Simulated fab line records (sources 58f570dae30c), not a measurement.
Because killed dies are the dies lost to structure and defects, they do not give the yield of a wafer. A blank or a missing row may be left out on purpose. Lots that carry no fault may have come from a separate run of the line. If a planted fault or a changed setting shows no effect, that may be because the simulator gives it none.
2 desks, one fault :: flow berkeley_cmos170 :: what lay behind the numbers comes last; until then each desk has only its own

## THE TOOL OWNER'S DESK: wet_bench-03
The tool's own readings at UCB170_GATE_CLEAN_17 (cleans in SPM, time 600 s): means of the sampled wafers that have a number, for each lot that ran on this tool. Any lot whose mean is over 4 standard deviations away from the usual mean is out of limits and marked OUT; that distance is given in the brackets.
Columns: A = bath_guard_temp_C at UCB170_GATE_CLEAN_17, usual 120.05 C; B = bath_heat_duty_pct at UCB170_GATE_CLEAN_17, usual 14.0 %
lot: L831
first seen here: day 8 02:21
A: 120.11
B: 15.2

lot: L829
first seen here: day 8 02:56
A: 119.85
B: 13.5

lot: L836
first seen here: day 8 18:53
A: 120.10
B: 12.4

lot: L846
first seen here: day 10 07:58
A: 120.16
B: 15.6

lot: L844
first seen here: day 10 08:10
A: 120.27
B: 12.6

lot: L847
first seen here: day 10 22:52
A: 120.16
B: 14.8

lot: L849
first seen here: day 11 11:39
A: 120.18
B: 13.0

lot: L850
first seen here: day 11 14:55
A: 120.06
B: 14.1
This desk's finding: nothing out of limits on any of the 8 lots.

## METROLOGY DESK
Means of the sampled wafers that have a number, per lot and without regard to the tool the lot ran on: this is what the gauges read. Any lot whose mean is over 4 standard deviations away from the usual mean is out of limits and marked OUT; that distance is given in the brackets.
Columns: A = GATE_OVL at UCB170_GATE_OVL_MEAS_13, usual -1 nm
lot: L827
first seen here: day 7 11:51
A: -3

lot: L831
first seen here: day 8 02:00
A: -11

lot: L829
first seen here: day 8 02:30
A: -5

lot: L836
first seen here: day 8 18:24
A: 0

lot: L835
first seen here: day 8 18:38
A: 2

lot: L834
first seen here: day 8 18:46
A: 2

lot: L838
first seen here: day 9 13:58
A: 6

lot: L845
first seen here: day 10 07:10
A: 2

lot: L846
first seen here: day 10 07:27
A: 1

lot: L844
first seen here: day 10 07:44
A: -6

lot: L847
first seen here: day 10 22:31
A: -2

lot: L848
first seen here: day 10 22:50
A: -5

lot: L849
first seen here: day 11 11:19
A: -6

lot: L850
first seen here: day 11 14:29
A: -8
This desk's finding: nothing out of limits on any of the 14 lots.

## BROUGHT TOGETHER
The desk of the tool owner found nothing out of limits.
The metrology desk saw nothing out of limits.

## WHAT THE SIMULATOR HAD PUT IN
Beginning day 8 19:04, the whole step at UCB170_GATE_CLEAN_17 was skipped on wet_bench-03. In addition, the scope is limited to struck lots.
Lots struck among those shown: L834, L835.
